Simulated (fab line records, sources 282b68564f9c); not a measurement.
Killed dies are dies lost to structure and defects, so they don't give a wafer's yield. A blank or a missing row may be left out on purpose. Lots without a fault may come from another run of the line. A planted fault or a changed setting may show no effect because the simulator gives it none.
Split-lot experiment | flow rit_cmos | 5 lots, 27 wafers read, on a route of 202 steps

THE SPLIT
At RIT_FOX1_OXIDATION_00 (target thk 350.7 nm, ox time 1130 s), the setting ox_time_s was moved away from the recipe's 1130 s on 12 of the 27 wafers read, by -47.2% to -37.9%. The other wafers ran this setting at the recipe's value.

The file shows no step between the split and the reading.

THE READING
FOX1_OXIDE_THK, in nm, at RIT_FOX1_THK_MEAS_01. Fault-free wafers of this fab line usually give 351 nm, standard deviation 6.6 nm.

wafer  | tool, chamber at the split | ox_time_s as run, s | against the recipe | FOX1_OXIDE_THK, nm | against lot-mates on the recipe
L074.1 | -, -                       | 1130                | recipe             | 349                | -
L074.2 | -, -                       | 1130                | recipe             | 348                | -
L074.3 | -, -                       | 1130                | recipe             | 350                | -
L074.4 | -, -                       | 1130                | recipe             | 355                | -
L074.5 | -, -                       | 1130                | recipe             | 353                | -
L074.6 | -, -                       | 1130                | recipe             | 356                | -
L079.1 | -, -                       | 596.1               | -47.2%             | 242                | no lot-mate on the recipe
L079.2 | -, -                       | 596.1               | -47.2%             | 243                | no lot-mate on the recipe
L079.3 | -, -                       | 596.1               | -47.2%             | 236                | no lot-mate on the recipe
L079.4 | -, -                       | 596.1               | -47.2%             | 247                | no lot-mate on the recipe
L079.5 | -, -                       | 596.1               | -47.2%             | 241                | no lot-mate on the recipe
L079.6 | -, -                       | 596.1               | -47.2%             | 238                | no lot-mate on the recipe
L080.2 | furnace-02, 0              | 1130                | recipe             | 358                | -
L080.3 | furnace-02, 0              | 1130                | recipe             | 355                | -
L080.5 | furnace-02, 0              | 1130                | recipe             | 356                | -
L083.1 | -, -                       | 1130                | recipe             | 355                | -
L083.2 | -, -                       | 1130                | recipe             | 360                | -
L083.3 | -, -                       | 1130                | recipe             | 358                | -
L083.4 | -, -                       | 1130                | recipe             | 355                | -
L083.5 | -, -                       | 1130                | recipe             | 360                | -
L083.6 | -, -                       | 1130                | recipe             | 361                | -
L085.1 | -, -                       | 701.3               | -37.9%             | 263                | no lot-mate on the recipe
L085.2 | -, -                       | 701.3               | -37.9%             | 266                | no lot-mate on the recipe
L085.3 | -, -                       | 701.3               | -37.9%             | 263                | no lot-mate on the recipe
L085.4 | -, -                       | 701.3               | -37.9%             | 265                | no lot-mate on the recipe
L085.5 | -, -                       | 701.3               | -37.9%             | 268                | no lot-mate on the recipe
L085.6 | -, -                       | 701.3               | -37.9%             | 264                | no lot-mate on the recipe

THE FIT
A straight line over all 27 wafers: FOX1_OXIDE_THK changes by +2.4 nm for each +1% of ox_time_s; r = +1.00; the points scatter about the line by 3.6 nm.
Too few moved wafers have a lot-mate on the recipe to fit a line with each lot's own level taken away.

THE WHOLE CHAIN: every reading that the file lists as answering this split, in the file's order
step                  | what it does                        | reading                                                                           | change (the file's fit)                | r (the file's)
RIT_FOX1_OXIDATION_00 | target thk 350.7 nm, ox time 1130 s | SiO2_of_FOX1_OXIDATION_00.thk_nm (the simulator's own value, which no gauge read) | +2.4 nm for each +1% of the setting    | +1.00
RIT_FOX1_OXIDATION_00 | target thk 350.7 nm, ox time 1130 s | Si3N4_of_ACTIVE_CVD_03.thk_nm (the simulator's own value, which no gauge read)    | -0.0711 nm for each +1% of the setting | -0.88
RIT_FOX1_THK_MEAS_01  |                                     | FOX1_OXIDE_THK                                                                    | +2.4 for each +1% of the setting       | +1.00

THE FILE'S OWN FIT
FOX1_OXIDE_THK changes by +2.4 nm for each +1% of ox_time_s, r = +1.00.
